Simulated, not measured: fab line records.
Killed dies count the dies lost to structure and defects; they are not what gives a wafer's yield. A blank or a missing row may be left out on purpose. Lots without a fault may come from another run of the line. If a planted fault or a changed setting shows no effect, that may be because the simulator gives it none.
Comparing a struck lot with a sound one || flow berkeleyCmos170 || 16 steps out of a route of 331
Sound: the wafers L717.1, L717.5, L717.6. The struck wafers were L727.1, L727.2, L727.3. The cause is named last.
Per side, at each step with rows, come the tool, then ch with its chambers, and then its first start. Under that, the readings that differ: sound wafers || struck wafers || difference of the means || sigmas: that difference in standard deviations of wafers without a fault.
alike: same words and numbers on both sides, and readings whose means sit less than 2 such deviations apart. not compared: any withheld reading, any reading some wafer has no value for, any bound like >300 that may hide the same value, and any number with overlapping values for which the record gives no deviation.
Wherever a step has rows on one side only, a row that says differs or no value, or a row with sigmas, the two part there. When numbers do not overlap yet have no deviation, they are printed without sigmas and do not part them. A reading missing from all wafers of one side parts the sides only when that side holds two or more wafers.

first, 3 steps without rows for these wafers: UCB170_M1_EXPOSE_06 (exposes mask METAL1, target cd 700 nm); UCB170_M1_PEB_07; UCB170_M1_DEVELOP_08 (develop time 45 s).
UCB170_M1_CD_MEAS_09: target cd 700 nm.
  sound: cdSem-01 at day 7 10:20; struck: cdSem-01 at day 9 09:06
  alike: cdNm
UCB170_M1_OVL_MEAS_10:
  sound: overlay-01 at day 7 10:28; struck: overlay-02 at day 9 09:13
  alike: M1_OVL
UCB170_M1_ETCH_11: etches BARC in N2/H2.
  sound on rieDiel-01 ch 1,2, day 7 10:29; struck on rieDiel-04 ch 0,2,3, day 9 09:16
  alike: biasW, drypumpMotorCurrentA, oesProductAu, throttleValvePct
UCB170_M1_METAL_ETCH_12: etches Al in Cl2/BCl3, stops on PSG, target depth 780 nm, time 130 s.
  sound on rieMetal-01 ch 0,1, day 7 10:32; struck on rieMetal-01 ch 1, day 9 09:18
  alike: biasW, drypumpMotorCurrentA, oesProductAu, throttleValvePct
  not compared: rfHoursCounterH
UCB170_M1_STRIP_13: strips in O2.
  sound on plasmaAsher-01 ch 0,1, day 7 10:40; struck on plasmaAsher-03 ch 0,1, day 9 09:34
  alike: drypumpMotorCurrentA, oesProductAu
  not compared: rfHoursCounterH
UCB170_M1_CD_MEAS_90: target cd 700 nm.
  sound: cdSem-02 at day 7 10:46; struck: cdSem-02 at day 9 09:40
  alike: cdNm
then, 1 step without rows for these wafers: UCB170_M1_ANNEAL_14 (time 1200 s).
UCB170_V1_CVD_00: deposits SiO2 from TEOS/O2, target thk 2000 nm, time 250 s.
  sound on pecvd-02 ch 0,2, day 7 14:25; struck on pecvd-04 ch 0,1,2, day 9 13:25
  alike: heaterPowerW, susceptorTempC
UCB170_V1_THK_MEAS_01:
  sound: filmMetro-03 at day 7 14:34; struck: filmMetro-01 at day 9 13:35
  alike: V1_TEOS_THK
UCB170_V1_CMP_02: polishes SiO2.
  sound on cmp-02 ch 0,3, day 7 14:38; struck on cmp-02 ch 0,1,3, day 9 13:38
{"reading": "model.SiO2_of_V1_CVD_00.thkNm (nm)", "sound": "1001 1001 1001", "struck": "924.6 923.7 924.2", "difference": -76.8, "sigmas": ""}
  alike: headPressurePsi, motorCurrentA, slurryFlowMlMin
UCB170_V1_BOW_MEAS_03:
  sound: filmMetro-04 at day 7 14:56; struck: filmMetro-01 at day 9 14:15
{"reading": "V1_BOW (um)", "sound": "11 12 19", "struck": "- - -", "difference": "no value on the struck wafers", "sigmas": ""}
  not compared: hold
UCB170_V1_THK_MEAS_04:
  rows exist in the record for the sound wafers here (filmMetro-04, day 7 15:03), none for the struck ones
next, for these wafers, 1 step has no rows: UCB170_M3_PROBE_99.

## WHERE THEY PART
First at UCB170_V1_BOW_MEAS_03; last, within this record, at UCB170_V1_THK_MEAS_04.

WHY: whatever the simulator had introduced
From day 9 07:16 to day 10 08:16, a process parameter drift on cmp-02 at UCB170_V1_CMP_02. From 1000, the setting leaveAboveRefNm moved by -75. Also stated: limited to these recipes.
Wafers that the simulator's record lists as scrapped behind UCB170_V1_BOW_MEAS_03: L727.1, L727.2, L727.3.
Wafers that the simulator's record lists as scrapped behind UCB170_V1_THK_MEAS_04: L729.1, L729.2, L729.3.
